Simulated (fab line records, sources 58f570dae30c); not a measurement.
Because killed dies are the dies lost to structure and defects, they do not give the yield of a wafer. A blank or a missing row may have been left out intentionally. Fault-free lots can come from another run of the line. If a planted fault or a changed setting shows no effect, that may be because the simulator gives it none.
A lot that was struck, set against a sound lot :: flow berkeley-cmos170 :: 14 steps out of a route of 331
Sound: these wafers, L744.1, L744.4, L744.6. Wafers L756.1, L756.2, L756.5 were the ones struck. The cause comes at the end.
Per side, at each step with rows, come the tool, then ch with its chambers, and then its first start. Under that, the readings that differ: sound wafers :: struck wafers :: difference of the means :: sigmas: that difference in standard deviations of wafers without a fault.
alike: same words and numbers on both sides, and readings whose means sit less than 2 such deviations apart. not compared: any withheld reading, any reading some wafer has no value for, any bound like >300 that may hide the same value, and any number with overlapping values for which the record gives no deviation.
Wherever a step has rows on one side only, a row that says differs or no value, or a row with sigmas, the two part there. Non-overlapping numbers with no deviation appear without sigmas and do not part them. A reading missing from all wafers of one side parts the sides only when that side holds two or more wafers.

first, 1 step without rows for these wafers: UCB170_ZERO_DEVELOP_05 (develop time 45 s).
UCB170_ZERO_ETCH_06: etches SiO2 in CHF3/CF4/Ar, time 12 s.
  sound on rie-diel-03 ch 1,2,3, day 2 08:39; struck on rie-diel-03 ch 1,2, day 4 20:32
  alike: drypump-motor-current-A, oes-product-au, throttle-valve-pct
  not compared: rf-hours-counter-h
UCB170_ZERO_STRIP_07: strips in O2.
  sound on plasma-asher-02 ch 1, day 2 08:40; struck on plasma-asher-02 ch 0,1, day 4 20:33
  alike: drypump-motor-current-A, oes-product-au, strip-time-to-endpoint-s
  not compared: rf-hours-counter-h
then, 2 steps without rows for these wafers: UCB170_NWELL_WET_ETCH_00 (etches SiO2 in dHF, time 200 s); UCB170_NWELL_OXIDATION_01 (target thk 26.4 nm, ox time 1260 s).
UCB170_NWELL_THK_MEAS_02:
  struck on film-metro-01, day 5 02:38; sound on film-metro-04, day 2 14:50
  alike: NWELL_OXIDE_THK
then, 2 steps without rows for these wafers: UCB170_NWELL_ANNEAL_03 (time 900 s); UCB170_NWELL_CVD_04 (deposits Si3N4 from SiH2Cl2/NH3, target thk 224 nm, time 3360 s).
UCB170_NWELL_THK_MEAS_05:
  struck on film-metro-03, day 5 12:24; sound on film-metro-03, day 2 21:05
  alike: NWELL_NITRIDE_THK
then, 3 steps without rows for these wafers: UCB170_NWELL_HMDS_06 (prime time 60 s); UCB170_NWELL_COAT_07 (resist thk 900 nm); UCB170_NWELL_SOFTBAKE_08 (time 60 s).
UCB170_NWELL_EXPOSE_09: exposes mask NWELL, target cd 3000 nm.
  struck on krf-scanner-01, day 5 12:55; sound on krf-scanner-01 ch 0, day 2 21:43
  no value came back on the struck wafers for exposure-dose-mJ-cm2, focus-offset-nm (nm); on the sound wafers exposure-dose-mJ-cm2 reads 24.979 25.006 25.018
  alike: mask
following that, these wafers have no rows for 1 step: UCB170_NWELL_PEB_10.

WHERE THEY PART
At UCB170_NWELL_EXPOSE_09 and nowhere else, as far as this record goes.

WHY: whatever the simulator had introduced
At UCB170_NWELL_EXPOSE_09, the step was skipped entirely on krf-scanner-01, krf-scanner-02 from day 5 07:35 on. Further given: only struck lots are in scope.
